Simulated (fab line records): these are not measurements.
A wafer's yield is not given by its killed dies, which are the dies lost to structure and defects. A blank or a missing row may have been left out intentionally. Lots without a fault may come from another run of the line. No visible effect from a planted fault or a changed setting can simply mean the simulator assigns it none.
A struck lot beside a sound one || flow ritCmos || 15 steps out of a route of 202
Sound: these wafers, L391.1, L391.2, L391.4. Wafers struck: L400.3, L400.4, L400.5. The cause is given at the end.
Order at every step that has rows: each side's tool, ch and its chambers, its first start. Under that, the readings that differ: sound wafers || struck wafers || difference of the means || sigmas: that difference in standard deviations of wafers without a fault.
alike: words and numbers the same on both sides, and readings whose means are apart by under 2 such deviations; not compared: readings that were withheld, readings missing a value for some wafer, numbers with overlapping values and no deviation given by the record, and bounds like >300 which may hide the same value.
A row with sigmas, a row that says differs or no value, or rows on one side alone: a step with any of these is where the two part. Non-overlapping numbers with no deviation appear without sigmas and do not part them. A reading that every wafer of one side lacks parts them only if that side has two wafers or more.

first, 2 steps without rows for these wafers: RIT_NSD_PEB_04; RIT_NSD_DEVELOP_05 (develop time 50 s).
RIT_NSD_OVL_MEAS_06:
  struck on overlay-01, day 6 12:01; sound on overlay-01, day 4 15:56
  alike: NSD_OVL
then, 2 steps without rows for these wafers: RIT_NSD_HARDBAKE_07 (time 60 s); RIT_NSD_IMPLANT_08.
RIT_NSD_STRIP_09: strips in O2, time 180 s.
  sound on plasmaAsher-02 ch 0,1, day 4 16:16; struck on plasmaAsher-01 ch 0,1, day 6 12:25
  alike: drypumpMotorCurrentA
  not compared: rfHoursCounterH
RIT_NSD_TW_MEAS_10:
  struck on filmMetro-03, day 6 12:32; sound on filmMetro-02, day 4 16:26
  alike: NSD_TW
then, 5 steps without rows for these wafers: RIT_PSD_HMDS_00 (prime time 60 s); RIT_PSD_COAT_01 (resist thk 1000 nm); RIT_PSD_SOFTBAKE_02 (time 60 s); RIT_PSD_EXPOSE_03 (exposes mask M10, target cd 40900 nm); RIT_PSD_PEB_04.
RIT_PSD_DEVELOP_05: develop time 50 s.
  sound on lithoTrack-02 ch 0, day 4 17:00; struck on lithoTrack-04 ch 0, day 6 13:00
{"reading": "developerTempC (C)", "sound": "23.02 23.06 23.05", "struck": "21.97 21.95 21.98", "difference": -1.08, "sigmas": -10}
  alike: chillPlateTempC, exhaustPa, resistLineTempC
RIT_PSD_OVL_MEAS_06:
  struck on overlay-02, day 6 13:28; sound on overlay-01, day 4 17:21
  alike: PSD_OVL
RIT_M1_PROBE_99:
  struck on prober-01, day 6 23:59; sound on prober-02, day 5 02:26
  alike: killed_at_M0_to_M3, killedAtContacts, killedAtFrontEnd, killedDies, killedOpen, killedShort

## WHERE THEY PART
Only at RIT_PSD_DEVELOP_05, within this record. Later steps at which nothing parts them and some readings are alike: RIT_PSD_OVL_MEAS_06, RIT_M1_PROBE_99.

WHY: what had been put in by the simulator
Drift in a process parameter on lithoTrack-04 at RIT_PSD_DEVELOP_05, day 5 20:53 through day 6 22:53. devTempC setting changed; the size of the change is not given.
